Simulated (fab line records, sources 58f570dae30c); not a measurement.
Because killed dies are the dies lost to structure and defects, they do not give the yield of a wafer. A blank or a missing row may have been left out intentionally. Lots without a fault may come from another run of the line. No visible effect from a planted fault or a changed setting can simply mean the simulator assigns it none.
Which tool did it? :: flow berkeley_cmos170 :: 13 lots, 39 wafers sampled, at 5 steps of a route of 331

## WHAT THE GAUGES SHOWED, per wafer
UCB170_ACTIVE_THK_MEAS_03. Usual: for ACTIVE_OXIDE_THK the level is 26.7 nm and the standard deviation is 0.49.
lot: L890
measured: day 4 18:22
on: film_metro-03
ACTIVE_OXIDE_THK (nm): 26.6 26.6 26.5
flag: 

lot: L891
measured: day 4 18:22
on: film_metro-02
ACTIVE_OXIDE_THK (nm): 27.3 27.1 26.8
flag: 

lot: L892
measured: day 5 05:55
on: film_metro-02
ACTIVE_OXIDE_THK (nm): 26.9 26.4 26.7
flag: 

lot: L899
measured: day 6 04:29
on: film_metro-03
ACTIVE_OXIDE_THK (nm): 26.8 26.7 26.7
flag: 

lot: L896
measured: day 6 04:32
on: film_metro-03
ACTIVE_OXIDE_THK (nm): 27.6 26.6 27.2
flag: 

lot: L901
measured: day 7 04:47
on: film_metro-04
ACTIVE_OXIDE_THK (nm): 25.9 25.9 26.4
flag: 

lot: L906
measured: day 8 03:40
on: film_metro-02
ACTIVE_OXIDE_THK (nm): 26.1 25.9 26.3
flag: 

lot: L905
measured: day 8 03:42
on: film_metro-03
ACTIVE_OXIDE_THK (nm): 26.1 26.6 26.6
flag: 

lot: L907
measured: day 8 12:59
on: film_metro-02
ACTIVE_OXIDE_THK (nm): 26.6 26.5 26.8
flag: 

lot: L908
measured: day 8 12:59
on: film_metro-04
ACTIVE_OXIDE_THK (nm): 27.0 27.1 27.4
flag: 

lot: L909
measured: day 8 19:34
on: film_metro-04
ACTIVE_OXIDE_THK (nm): 27.1 27.0 26.8
flag: 

lot: L910
measured: day 8 19:34
on: film_metro-03
ACTIVE_OXIDE_THK (nm): 26.1 26.5 26.4
flag: 

lot: L911
measured: day 9 10:37
on: film_metro-02
ACTIVE_OXIDE_THK (nm): 26.5 26.6 26.9
flag: 

UCB170_ACTIVE_CD_MEAS_13: the cd target is 1200 nm. Usual: cd_nm at 1200.5 nm, with a standard deviation of 1.5.
lot: L890
measured: day 5 02:52
on: cd_sem-02
cd_nm (nm): 1202.6 1201.8 1201.1
flag: 

lot: L891
measured: day 5 02:59
on: cd_sem-02
cd_nm (nm): 1201.0 1202.9 1200.9
flag: 

lot: L892
measured: day 5 16:44
on: cd_sem-02
cd_nm (nm): 1200.6 1200.6 1200.9
flag: 

lot: L899
measured: day 6 14:17
on: cd_sem-01
cd_nm (nm): 1202.0 1201.2 1199.5
flag: 

lot: L896
measured: day 6 14:01
on: cd_sem-02
cd_nm (nm): 1200.8 1199.6 1200.6
flag: 

lot: L901
measured: day 7 12:56
on: cd_sem-01
cd_nm (nm): 1199.3 1197.8 1197.2
flag: 

lot: L906
measured: day 8 12:24
on: cd_sem-01
cd_nm (nm): 1200.3 1197.9 1199.5
flag: 

lot: L905
measured: day 8 12:38
on: cd_sem-02
cd_nm (nm): 1199.0 1201.1 1199.9
flag: 

lot: L907
measured: day 8 21:40
on: cd_sem-01
cd_nm (nm): 1199.2 1200.7 1198.3
flag: 

lot: L908
measured: day 8 21:25
on: cd_sem-01
cd_nm (nm): 1200.1 1199.9 1198.8
flag: 

lot: L909
measured: day 9 05:12
on: cd_sem-01
cd_nm (nm): 1199.0 1198.1 1198.9
flag: 

lot: L910
measured: day 9 04:56
on: cd_sem-01
cd_nm (nm): 1200.8 1200.8 1199.9
flag: 

lot: L911
measured: day 9 20:35
on: cd_sem-01
cd_nm (nm): 1199.6 1200.9 1201.4
flag: 

UCB170_FIELD_THK_MEAS_02. Usual: for FIELD_OXIDE_THK the level is 551 nm and the standard deviation is 9.6.
lot: L890
measured: day 5 13:11
on: film_metro-01
FIELD_OXIDE_THK (nm): 532 533 538
flag: 

lot: L891
measured: day 5 13:11
on: film_metro-04
FIELD_OXIDE_THK (nm): 544 537 535
flag: 

lot: L892
measured: day 6 01:38
on: film_metro-04
FIELD_OXIDE_THK (nm): 574 560 570
flag: 

lot: L899
measured: day 7 00:32
on: film_metro-01
FIELD_OXIDE_THK (nm): 562 539 543
flag: 

lot: L896
measured: day 7 00:32
on: film_metro-03
FIELD_OXIDE_THK (nm): 552 552 553
flag: 

lot: L901
measured: day 8 01:08
on: film_metro-01
FIELD_OXIDE_THK (nm): 536 535 540
flag: 

lot: L906
measured: day 8 20:19
on: film_metro-01
FIELD_OXIDE_THK (nm): 561 558 554
flag: 

lot: L905
measured: day 8 20:19
on: film_metro-03
FIELD_OXIDE_THK (nm): 556 549 557
flag: 

lot: L907
measured: day 9 09:06
on: film_metro-03
FIELD_OXIDE_THK (nm): 552 546 562
flag: 

lot: L908
measured: day 9 09:07
on: film_metro-01
FIELD_OXIDE_THK (nm): 549 547 555
flag: 

lot: L909
measured: day 9 16:28
on: film_metro-03
FIELD_OXIDE_THK (nm): 553 569 554
flag: 

lot: L910
measured: day 9 16:32
on: film_metro-03
FIELD_OXIDE_THK (nm): 547 536 550
flag: 

lot: L911
measured: day 10 06:35
on: film_metro-04
FIELD_OXIDE_THK (nm): 548 546 547
flag: 

UCB170_GATE_CD_MEAS_12: the cd target is 350 nm. Usual: cd_nm at 349.9 nm, with a standard deviation of 1.4.
lot: L890
measured: day 7 09:36
on: cd_sem-02
cd_nm (nm): 350.7 350.4 349.3
flag: 

lot: L891
measured: day 7 09:22
on: cd_sem-02
cd_nm (nm): 348.9 349.4 348.7
flag: 

lot: L892
measured: day 8 03:38
on: cd_sem-01
cd_nm (nm): 350.5 350.7 350.1
flag: 

lot: L899
measured: day 8 17:42
on: cd_sem-02
cd_nm (nm): 279.5 278.7 280.0
flag: OFF

lot: L896
measured: day 8 18:10
on: cd_sem-02
cd_nm (nm): 347.2 347.5 347.4
flag: 

lot: L901
measured: day 10 01:15
on: cd_sem-01
cd_nm (nm): 350.3 350.7 349.4
flag: 

lot: L906
measured: day 10 15:17
on: cd_sem-02
cd_nm (nm): 351.5 351.3 350.3
flag: 

lot: L905
measured: day 10 15:10
on: cd_sem-01
cd_nm (nm): 348.6 351.1 350.4
flag: 

lot: L907
measured: day 11 05:45
on: cd_sem-01
cd_nm (nm): 350.3 349.8 348.3
flag: 

lot: L908
measured: day 11 06:01
on: cd_sem-02
cd_nm (nm): 350.0 349.4 349.4
flag: 

lot: L909
measured: day 11 08:44
on: cd_sem-02
cd_nm (nm): 349.3 350.6 350.1
flag: 

lot: L910
measured: day 11 08:56
on: cd_sem-02
cd_nm (nm): 349.5 348.7 349.7
flag: 

lot: L911
measured: day 12 08:13
on: cd_sem-02
cd_nm (nm): 351.5 349.8 350.8
flag: 

## TOOL THAT RAN EACH LOT (tool first, then ch and the chambers of the sampled wafers, then the start)
lot: L890
UCB170_GATE_EXPOSE_09: krf_scanner-02 ch 0, day 7 08:57

lot: L891
UCB170_GATE_EXPOSE_09: krf_scanner-01 ch 0, day 7 08:36

lot: L892
UCB170_GATE_EXPOSE_09: krf_scanner-01 ch 0, day 8 03:05

lot: L899
UCB170_GATE_EXPOSE_09: krf_scanner-01 ch 0, day 8 17:06

lot: L896
UCB170_GATE_EXPOSE_09: krf_scanner-02 ch 0, day 8 17:33

lot: L901
UCB170_GATE_EXPOSE_09: krf_scanner-01 ch 0, day 10 00:27

lot: L906
UCB170_GATE_EXPOSE_09: krf_scanner-01 ch 0, day 10 14:48

lot: L905
UCB170_GATE_EXPOSE_09: krf_scanner-02 ch 0, day 10 14:33

lot: L907
UCB170_GATE_EXPOSE_09: krf_scanner-02 ch 0, day 11 05:21

lot: L908
UCB170_GATE_EXPOSE_09: krf_scanner-01 ch 0, day 11 05:37

lot: L909
UCB170_GATE_EXPOSE_09: krf_scanner-01 ch 0, day 11 08:21

lot: L910
UCB170_GATE_EXPOSE_09: krf_scanner-01 ch 0, day 11 08:28

lot: L911
UCB170_GATE_EXPOSE_09: krf_scanner-02 ch 0, day 12 07:49
- UCB170_GATE_EXPOSE_09: exposes mask POLY, target cd 350 nm.

## AS READ BY THE TOOLS THEMSELVES (means over the sampled wafers that have a number; for cases with no such wafer, the mark the record gives instead)
UCB170_GATE_EXPOSE_09. Usual: focus_offset_nm at 0.0 nm, with a standard deviation of 0.48.
lot: L890
tool: krf_scanner-02
focus_offset_nm (nm): -0.3
flag: 

lot: L891
tool: krf_scanner-01
focus_offset_nm (nm): -0.2
flag: 

lot: L892
tool: krf_scanner-01
focus_offset_nm (nm): 0.1
flag: 

lot: L899
tool: krf_scanner-01
focus_offset_nm (nm): -0.2
flag: 

lot: L896
tool: krf_scanner-02
focus_offset_nm (nm): -0.3
flag: 

lot: L901
tool: krf_scanner-01
focus_offset_nm (nm): 0.8
flag: 

lot: L906
tool: krf_scanner-01
focus_offset_nm (nm): 0.2
flag: 

lot: L905
tool: krf_scanner-02
focus_offset_nm (nm): -0.4
flag: 

lot: L907
tool: krf_scanner-02
focus_offset_nm (nm): 0.4
flag: 

lot: L908
tool: krf_scanner-01
focus_offset_nm (nm): -0.2
flag: 

lot: L909
tool: krf_scanner-01
focus_offset_nm (nm): 0.6
flag: 

lot: L910
tool: krf_scanner-01
focus_offset_nm (nm): -0.0
flag: 

lot: L911
tool: krf_scanner-02
focus_offset_nm (nm): 0.3
flag: 

## THE ANSWER, worked out from the rows above alone
Rule: lot off if the mean of its wafers having a number is beyond 3 standard deviations from the usual mean. A lot without any number at a reading at which 4 lots or more have one is off too. The other lots that the step has rows for count as sound. First the gauges in route order, then the tools' own readings, where a lot's mean is used as printed above. At the first step where some lot is off, the reading lying furthest off is the one used; lots without a number count as furthest.
Off at UCB170_GATE_CD_MEAS_12 (cd_nm): L899.
If a tool, at a process step before that reading, ran all the lots that are off and no sound lot after the first of them, it fits. Those tools and the gauges at UCB170_GATE_CD_MEAS_12 are tried in the same way. None of those tried fits.

## WHAT THE SIMULATOR HAD INSERTED
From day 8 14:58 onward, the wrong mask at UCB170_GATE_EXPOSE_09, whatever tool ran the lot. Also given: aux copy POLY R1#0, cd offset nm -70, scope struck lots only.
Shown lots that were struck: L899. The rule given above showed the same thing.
